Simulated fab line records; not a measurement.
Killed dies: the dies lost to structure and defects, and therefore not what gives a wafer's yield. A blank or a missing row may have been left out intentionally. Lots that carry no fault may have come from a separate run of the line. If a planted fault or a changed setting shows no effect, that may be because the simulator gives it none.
Which of the tools did it? :: flow rit_cmos :: 15 lots, 45 wafers sampled, at 5 steps of a route of 202

== WHAT THE GAUGES READ, wafer by wafer ==
RIT_ACTIVE_BOW_MEAS_00.
lot: L100
measured: day 1 10:00
on: film_metro-01
INCOMING_BOW (um): 1 -7 -2

lot: L101
measured: day 1 15:01
on: film_metro-03
INCOMING_BOW (um): -10 3 -2

lot: L102
measured: day 1 20:00
on: film_metro-03
INCOMING_BOW (um): 0 -3 -4

lot: L103
measured: day 2 01:01
on: film_metro-03
INCOMING_BOW (um): -1 -3 -7

lot: L104
measured: day 2 06:00
on: film_metro-01
INCOMING_BOW (um): -1 -5 -1

lot: L106
measured: day 2 16:01
on: film_metro-03
INCOMING_BOW (um): 8 -5 2

lot: L108
measured: day 3 02:01
on: film_metro-01
INCOMING_BOW (um): 1 -2 -4

lot: L109
measured: day 3 07:00
on: film_metro-01
INCOMING_BOW (um): 16 9 0

lot: L110
measured: day 3 12:00
on: film_metro-01
INCOMING_BOW (um): 3 2 6

lot: L111
measured: day 3 17:02
on: film_metro-03
INCOMING_BOW (um): -8 -4 1

lot: L112
measured: day 3 22:02
on: film_metro-04
INCOMING_BOW (um): 1 -7 -5

lot: L113
measured: day 4 03:01
on: film_metro-03
INCOMING_BOW (um): -7 14 -7

lot: L114
measured: day 4 08:01
on: film_metro-03
INCOMING_BOW (um): 7 7 -2

lot: L118
measured: day 5 04:01
on: film_metro-04
INCOMING_BOW (um): 3 6 -2

lot: L123
measured: day 6 05:00
on: film_metro-01
INCOMING_BOW (um): -8 5 -2

RIT_FOX1_THK_MEAS_01.
lot: L100
measured: day 1 18:22
on: film_metro-01
FOX1_OXIDE_THK (nm): 341 352 346

lot: L101
measured: day 1 23:03
on: film_metro-04
FOX1_OXIDE_THK (nm): 350 354 350

lot: L102
measured: day 2 03:44
on: film_metro-02
FOX1_OXIDE_THK (nm): 352 345 346

lot: L103
measured: day 2 08:32
on: film_metro-01
FOX1_OXIDE_THK (nm): 351 349 346

lot: L104
measured: day 2 14:10
on: film_metro-01
FOX1_OXIDE_THK (nm): 355 355 348

lot: L106
measured: day 2 22:55
on: film_metro-04
FOX1_OXIDE_THK (nm): 349 355 350

lot: L108
measured: day 3 08:52
on: film_metro-01
FOX1_OXIDE_THK (nm): 354 353 350

lot: L109
measured: day 3 14:41
on: film_metro-01
FOX1_OXIDE_THK (nm): 343 350 346

lot: L110
measured: day 3 19:14
on: film_metro-01
FOX1_OXIDE_THK (nm): 352 349 352

lot: L111
measured: day 4 00:28
on: film_metro-01
FOX1_OXIDE_THK (nm): 354 351 352

lot: L112
measured: day 4 05:27
on: film_metro-01
FOX1_OXIDE_THK (nm): 344 345 348

lot: L113
measured: day 4 09:59
on: film_metro-04
FOX1_OXIDE_THK (nm): 356 348 348

lot: L114
measured: day 4 14:59
on: film_metro-04
FOX1_OXIDE_THK (nm): 344 353 348

lot: L118
measured: day 5 10:51
on: film_metro-02
FOX1_OXIDE_THK (nm): 355 353 356

lot: L123
measured: day 6 11:49
on: film_metro-04
FOX1_OXIDE_THK (nm): 350 351 347

RIT_REOX_THK_MEAS_04.
lot: L100
measured: day 2 17:53
on: film_metro-04
REOX_OXIDE_THK (nm): 25.2 25.1 24.8

lot: L101
measured: day 2 22:18
on: film_metro-04
REOX_OXIDE_THK (nm): 24.6 24.4 24.6

lot: L102
measured: day 3 02:36
on: film_metro-02
REOX_OXIDE_THK (nm): 25.3 24.9 25.2

lot: L103
measured: day 3 07:02
on: film_metro-02
REOX_OXIDE_THK (nm): 25.0 24.9 25.4

lot: L104
measured: day 3 13:22
on: film_metro-04
REOX_OXIDE_THK (nm): 25.2 25.0 24.5

lot: L106
measured: day 3 22:35
on: film_metro-02
REOX_OXIDE_THK (nm): 24.9 24.9 24.9

lot: L108
measured: day 4 09:10
on: film_metro-03
REOX_OXIDE_THK (nm): 25.0 25.4 25.3

lot: L109
measured: day 4 14:24
on: film_metro-02
REOX_OXIDE_THK (nm): 25.0 25.1 24.8

lot: L110
measured: day 4 22:31
on: film_metro-04
REOX_OXIDE_THK (nm): 39.2 39.9 39.7

lot: L111
measured: day 4 23:42
on: film_metro-04
REOX_OXIDE_THK (nm): 25.9 26.2 25.7

lot: L112
measured: day 5 04:26
on: film_metro-03
REOX_OXIDE_THK (nm): 26.1 25.9 25.5

lot: L113
measured: day 5 12:54
on: film_metro-03
REOX_OXIDE_THK (nm): 39.9 39.6 40.3

lot: L114
measured: day 5 18:31
on: film_metro-02
REOX_OXIDE_THK (nm): 41.2 40.9 41.3

lot: L118
measured: day 6 10:02
on: film_metro-02
REOX_OXIDE_THK (nm): 23.9 23.7 23.7

lot: L123
measured: day 7 11:22
on: film_metro-03
REOX_OXIDE_THK (nm): 25.0 24.8 24.8

== TOOL THAT RAN EACH LOT (tool first, then ch and the chambers of the sampled wafers, then the start) ==
lot: L100
RIT_NRETRO_STRIP_09: plasma_asher-02 ch 0,1, day 2 07:10
RIT_REOX_OXIDATION_03: furnace-04 ch 0, day 2 15:20

lot: L101
RIT_NRETRO_STRIP_09: plasma_asher-02 ch 0,1, day 2 11:59
RIT_REOX_OXIDATION_03: furnace-03 ch 0, day 2 19:44

lot: L102
RIT_NRETRO_STRIP_09: plasma_asher-02 ch 0, day 2 16:28
RIT_REOX_OXIDATION_03: furnace-03 ch 0, day 3 00:03

lot: L103
RIT_NRETRO_STRIP_09: plasma_asher-02 ch 0,1, day 2 20:58
RIT_REOX_OXIDATION_03: furnace-01 ch 0, day 3 04:28

lot: L104
RIT_NRETRO_STRIP_09: plasma_asher-02 ch 0,1, day 3 02:50
RIT_REOX_OXIDATION_03: furnace-03 ch 0, day 3 10:49

lot: L106
RIT_NRETRO_STRIP_09: plasma_asher-04 ch 0,1, day 3 11:49
RIT_REOX_OXIDATION_03: furnace-01 ch 0, day 3 20:01

lot: L108
RIT_NRETRO_STRIP_09: plasma_asher-02 ch 0,1, day 3 21:21
RIT_REOX_OXIDATION_03: furnace-03 ch 0, day 4 06:36

lot: L109
RIT_NRETRO_STRIP_09: plasma_asher-03 ch 0,1, day 4 04:11
RIT_REOX_OXIDATION_03: furnace-04 ch 0, day 4 11:51

lot: L110
RIT_NRETRO_STRIP_09: plasma_asher-02 ch 1, day 4 07:38
RIT_REOX_OXIDATION_03: furnace-04 ch 0, day 4 17:08

lot: L111
RIT_NRETRO_STRIP_09: plasma_asher-03 ch 0,1, day 4 13:43
RIT_REOX_OXIDATION_03: furnace-01 ch 0, day 4 21:08

lot: L112
RIT_NRETRO_STRIP_09: plasma_asher-03 ch 0,1, day 4 18:02
RIT_REOX_OXIDATION_03: furnace-01 ch 0, day 5 01:52

lot: L113
RIT_NRETRO_STRIP_09: plasma_asher-03 ch 0, day 4 22:20
RIT_REOX_OXIDATION_03: furnace-04 ch 0, day 5 07:37

lot: L114
RIT_NRETRO_STRIP_09: plasma_asher-03 ch 0,1, day 5 03:23
RIT_REOX_OXIDATION_03: furnace-03 ch 0, day 5 12:20 and furnace-01 ch 0, day 5 15:57

lot: L118
RIT_NRETRO_STRIP_09: plasma_asher-04 ch 0,1, day 5 23:19
RIT_REOX_OXIDATION_03: furnace-04 ch 0, day 6 07:29

lot: L123
RIT_NRETRO_STRIP_09: plasma_asher-04 ch 0,1, day 7 00:34
RIT_REOX_OXIDATION_03: furnace-01 ch 0, day 7 08:49
- RIT_NRETRO_STRIP_09: strips in O2, time 180 s.
- RIT_REOX_OXIDATION_03: target thk 25.2 nm, ox time 5580 s.

== WHAT THE TOOLS THEMSELVES READ (means of the sampled wafers that have a number; where no wafer has one, the mark that the record gives instead) ==
RIT_NRETRO_STRIP_09.
lot: L100
tool: plasma_asher-02
chamber_pressure_mTorr (mTorr): 3999
drypump_motor_current_A (A): 5.7

lot: L101
tool: plasma_asher-02
chamber_pressure_mTorr (mTorr): 3997
drypump_motor_current_A (A): 5.7

lot: L102
tool: plasma_asher-02
chamber_pressure_mTorr (mTorr): 4001
drypump_motor_current_A (A): 6.1

lot: L103
tool: plasma_asher-02
chamber_pressure_mTorr (mTorr): 4003
drypump_motor_current_A (A): 5.7

lot: L104
tool: plasma_asher-02
chamber_pressure_mTorr (mTorr): 4000
drypump_motor_current_A (A): 5.9

lot: L106
tool: plasma_asher-04
chamber_pressure_mTorr (mTorr): 3995
drypump_motor_current_A (A): 5.4

lot: L108
tool: plasma_asher-02
chamber_pressure_mTorr (mTorr): 3995
drypump_motor_current_A (A): 5.9

lot: L109
tool: plasma_asher-03
chamber_pressure_mTorr (mTorr): 3996
drypump_motor_current_A (A): 5.2

lot: L110
tool: plasma_asher-02
chamber_pressure_mTorr (mTorr): 3998
drypump_motor_current_A (A): 5.5

lot: L111
tool: plasma_asher-03
chamber_pressure_mTorr (mTorr): 3998
drypump_motor_current_A (A): 5.3

lot: L112
tool: plasma_asher-03
chamber_pressure_mTorr (mTorr): 4003
drypump_motor_current_A (A): 5.3

lot: L113
tool: plasma_asher-03
chamber_pressure_mTorr (mTorr): 4001
drypump_motor_current_A (A): 5.4

lot: L114
tool: plasma_asher-03
chamber_pressure_mTorr (mTorr): 4001
drypump_motor_current_A (A): 5.3

lot: L118
tool: plasma_asher-04
chamber_pressure_mTorr (mTorr): 4006
drypump_motor_current_A (A): 5.4

lot: L123
tool: plasma_asher-04
chamber_pressure_mTorr (mTorr): 4004
drypump_motor_current_A (A): 5.4

RIT_REOX_OXIDATION_03.
lot: L100
tool: furnace-04
ox_temp_c (C): 900.3
tube_center_temp_C (C): 900
tube_center_temp_C_max: 902.4
zone_power_source_pct (%): 28.4

lot: L101
tool: furnace-03
ox_temp_c (C): 899.9
tube_center_temp_C (C): 900
tube_center_temp_C_max: 902.3
zone_power_source_pct (%): 26.9

lot: L102
tool: furnace-03
ox_temp_c (C): 899.6
tube_center_temp_C (C): 900
tube_center_temp_C_max: 902.7
zone_power_source_pct (%): 26.9

lot: L103
tool: furnace-01
ox_temp_c (C): 900.2
tube_center_temp_C (C): 900
tube_center_temp_C_max: 902.4
zone_power_source_pct (%): 24.7

lot: L104
tool: furnace-03
ox_temp_c (C): 899.7
tube_center_temp_C (C): 900
tube_center_temp_C_max: 902.1
zone_power_source_pct (%): 26.8

lot: L106
tool: furnace-01
ox_temp_c (C): 899.8
tube_center_temp_C (C): 900
tube_center_temp_C_max: 902.4
zone_power_source_pct (%): 24.5

lot: L108
tool: furnace-03
ox_temp_c (C): 899.9
tube_center_temp_C (C): 900
tube_center_temp_C_max: 902.5
zone_power_source_pct (%): 26.9

lot: L109
tool: furnace-04
ox_temp_c (C): 900.0
tube_center_temp_C (C): 900
tube_center_temp_C_max: 902.3
zone_power_source_pct (%): 29.0

lot: L110
tool: furnace-04
ox_temp_c (C): 899.9
tube_center_temp_C (C): 900
tube_center_temp_C_max: 902.8
zone_power_source_pct (%): 28.8

lot: L111
tool: furnace-01
ox_temp_c (C): 900.0
tube_center_temp_C (C): 900
tube_center_temp_C_max: 902.4
zone_power_source_pct (%): 24.3

lot: L112
tool: furnace-01
ox_temp_c (C): 900.2
tube_center_temp_C (C): 900
tube_center_temp_C_max: 902.2
zone_power_source_pct (%): 24.4

lot: L113
tool: furnace-04
ox_temp_c (C): 900.1
tube_center_temp_C (C): 900
tube_center_temp_C_max: 902.4
zone_power_source_pct (%): 28.8

lot: L114
tool: furnace-03/furnace-01
ox_temp_c (C): 900.1
tube_center_temp_C (C): 900
tube_center_temp_C_max: 902.3
zone_power_source_pct (%): 25.8

lot: L118
tool: furnace-04
ox_temp_c (C): 900.4
tube_center_temp_C (C): 900
tube_center_temp_C_max: 902.5
zone_power_source_pct (%): 28.7

lot: L123
tool: furnace-01
ox_temp_c (C): 899.9
tube_center_temp_C (C): 900
tube_center_temp_C_max: 902.1
zone_power_source_pct (%): 24.4

== THE ANSWER, worked out from the rows above alone ==
Rule: what is usual is taken from the lots themselves. The widest of any qualifying gaps counts: lots, ordered by their means at a reading, are off when they make up no more than a third of the lots, leave a main group of 4 or more, and stand apart from it by 3 or more times the standard deviation of that group's means. A main group is skipped when, at the precision printed for the reading in the tables above, its means are all equal. Also off: a lot with no number at a reading for which 4 or more lots have one. Any other lot the step has rows for is counted as sound. First the gauges in route order, then the tools' own readings, where a lot's mean is used as printed above. The first step at which some lot is off is used, and at that step the reading that is off furthest; a lot without a number counts as furthest.
Off: L110, L113, L114, seen at RIT_REOX_THK_MEAS_04 (REOX_OXIDE_THK). The main group: mean 25.0 nm, standard deviation 0.53.
A tool fits if, at a process step before that reading, it ran every lot that is off, and no sound lot after the first of them. Those tools and the gauges at RIT_REOX_THK_MEAS_04 are tried in the same way. None of those tried fits.

== WHAT HAD BEEN PUT IN BY THE SIMULATOR ==
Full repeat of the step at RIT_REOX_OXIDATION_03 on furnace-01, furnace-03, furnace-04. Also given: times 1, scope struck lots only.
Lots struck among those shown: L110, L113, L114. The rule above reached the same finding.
